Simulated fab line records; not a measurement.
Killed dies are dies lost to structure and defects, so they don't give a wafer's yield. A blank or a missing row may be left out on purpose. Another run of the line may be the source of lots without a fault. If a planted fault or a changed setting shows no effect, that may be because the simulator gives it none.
8D (eight disciplines) problem report, filled in by code	flow rit_cmos	the parts of the form that need people (team, actions taken, sign-off) are left out

== 1. PROBLEM STATEMENT ==
Wafers free of any fault read 3126 (standard deviation 24) for NSD_TW at RIT_NSD_TW_MEAS_10, against a mean of 3344 on 6 wafers of 2 lots. Relative to the usual mean, that is a shift of +9.1 standard deviations.
The first sign was on wafer L920.2 at day 6 08:32, on film_metro-01. The record has a number at this step for 39 wafers belonging to 13 lots. Rule for "out", or "out of limits": more than 4 standard deviations from the usual mean. The rest of the wafers with a number are treated as sound.

== 2. WHAT IT IS, AND WHAT IT ISN'T ==
question	is	is not
which readings at this step	NSD_TW	-
which lots	L920, L921	L907, L908, L909, L910, L911, L912, L913, L915, L917, L927, L929
which wafers of those lots	all that have a number	-
read on which gauges	film_metro-01, film_metro-03	film_metro-02
when	from day 6 08:32	up to then (27 sound wafers); but 6 sound wafers of L927, L929 came after

== 3. THE SUSPECTS, EACH WITH WHAT RULES IT OUT ==
Counting: a tool stays on the suspect list if, at a process step up to the reading, it processed all lots that are out and no sound lot following the first of them.
- the gauge at RIT_NSD_TW_MEAS_10 is ruled out. Those wafers that are out were read across 2 gauges (film_metro-01, film_metro-03).
- implanter-01 at RIT_NSD_IMPLANT_08: kept. Every lot that is out went through it, starting with L920 (day 6 08:13), and after that it ran no sound lot; the last sound lot it ran before then is L917 (day 5 12:14). Its own readings are out on those wafers: beam_energy_keV.
The count leaves implanter-01 at RIT_NSD_IMPLANT_08.

== 4. THE CAUSE (what the simulator had put in) ==
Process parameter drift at RIT_NSD_IMPLANT_08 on implanter-01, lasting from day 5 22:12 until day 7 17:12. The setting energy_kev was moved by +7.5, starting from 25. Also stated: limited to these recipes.
Counting left only this tool.

== 5. THE EFFECT CHAIN, in route order ==
Rows list readings where the struck wafers' mean (over those with a number) sits beyond 3 standard deviations from the usual. Scope: only readings with a usual standard deviation given in the record; hours: median across lots of the time from each lot's start at the first step in this table that gives one to its start at this step; sigmas: change in usual standard deviations.
hours	step	reading	usual	on struck wafers	change	sigmas
0	RIT_NSD_IMPLANT_08	beam_energy_keV	25.000	32.501	+7.501	+99 or more
0	RIT_NSD_TW_MEAS_10	NSD_TW	3126	3344	+218	+9.1
2	RIT_SDANNEAL_RS_MEAS_05	NSD_RS	84.61 ohm/sq	81.64	-2.97	-11
Process steps it contains:
- RIT_NSD_IMPLANT_08

== 6. WHAT WOULD HAVE CAUGHT IT SOONER ==
Counted from the fault's start at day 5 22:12, it took 10 hours until the first out-of-limits reading at a measuring or inspecting step in this record, taken at day 6 08:32.
The tool's own readings at RIT_NSD_IMPLANT_08 were out on every struck wafer that the step has a row for (beam_energy_keV): an alarm limit on them would have fired on the first of those.
L921, from the lots that are out (2), started RIT_NSD_IMPLANT_08 on implanter-01 later than day 6 08:32. It would have been spared by a hold on the tool at that moment.
